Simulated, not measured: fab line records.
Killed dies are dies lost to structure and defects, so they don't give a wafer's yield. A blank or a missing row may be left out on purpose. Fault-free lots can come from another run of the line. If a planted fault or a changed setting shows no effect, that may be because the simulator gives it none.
A struck lot beside a sound one | flow ritCmos | 15 out of 202 route steps
Sound: these wafers, L312.2, L312.3, L312.4. Wafers struck: L320.2, L320.3, L320.6. The cause comes at the end.
Per side, at each step with rows, come the tool, then ch with its chambers, and then its first start. Under that, the readings that differ: sound wafers | struck wafers | difference of the means | sigmas: that difference in standard deviations of wafers without a fault.
alike: same words and numbers on both sides, and readings whose means sit less than 2 such deviations apart. not compared: any withheld reading, any reading some wafer has no value for, any bound like >300 that may hide the same value, and any number with overlapping values for which the record gives no deviation.
The two part at a step that has a row with sigmas, a row that says differs or no value, or rows on one side only. Numbers that don't overlap but have no deviation are shown without sigmas and don't part them. A reading missing from all wafers of one side parts the sides only when that side holds two or more wafers.

RIT_SPACER_ETCHBACK_05: etches Si3N4 in SF6/CHF3, stops on SiO2, target depth 250 nm, time 240 s.
  sound on rieDiel-03 ch 0,2,3, day 3 19:56; struck on rieDiel-04 ch 1,2,3, day 5 08:58
  alike: drypumpMotorCurrentA, oesProductAu, throttleValvePct
  not compared: rfHoursCounterH
then, 6 steps without rows for these wafers: RIT_NSD_HMDS_00 (prime time 60 s); RIT_NSD_COAT_01 (resist thk 1000 nm); RIT_NSD_SOFTBAKE_02 (time 60 s); RIT_NSD_EXPOSE_03 (exposes mask M9, target cd 40700 nm); RIT_NSD_PEB_04; RIT_NSD_DEVELOP_05 (develop time 50 s).
RIT_NSD_OVL_MEAS_06:
  sound: overlay-02 at day 3 21:09; struck: overlay-01 at day 5 10:06
  alike: NSD_OVL
then, 2 steps without rows for these wafers: RIT_NSD_HARDBAKE_07 (time 60 s); RIT_NSD_IMPLANT_08.
RIT_NSD_STRIP_09: strips in O2, time 180 s.
  sound on plasmaAsher-01 ch 0,1, day 3 21:29; struck on plasmaAsher-04 ch 0,1, day 5 10:26
  alike: drypumpMotorCurrentA
  not compared: rfHoursCounterH
RIT_NSD_TW_MEAS_10:
  sound: filmMetro-03 at day 3 21:40; struck: filmMetro-01 at day 5 10:37
  alike: NSD_TW
RIT_PSD_HMDS_00: prime time 60 s.
  sound on lithoTrack-02 ch 0, day 3 21:44; struck on lithoTrack-02 ch 0, day 5 10:41
reading        | sound                | struck               | difference | sigmas
primeTempC (C) | 139.80 139.87 139.72 | 149.87 150.08 150.21 | +10.26     | +73
then, 1 step without rows for these wafers: RIT_PSD_COAT_01 (resist thk 1000 nm).
RIT_M1_PROBE_99:
  sound: prober-01 at day 4 07:10; struck: prober-01 at day 5 20:14
  alike: killedAtContacts, killedAtFrontEnd, killedDies, killedOpen, killedShort

WHERE THEY PART
RIT_PSD_HMDS_00 only, going by this record. Later steps at which nothing parts them and some readings are alike: RIT_M1_PROBE_99.

WHY: what had been put in by the simulator
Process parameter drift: lithoTrack-02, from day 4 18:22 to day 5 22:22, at RIT_PSD_HMDS_00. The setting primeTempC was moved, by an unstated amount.
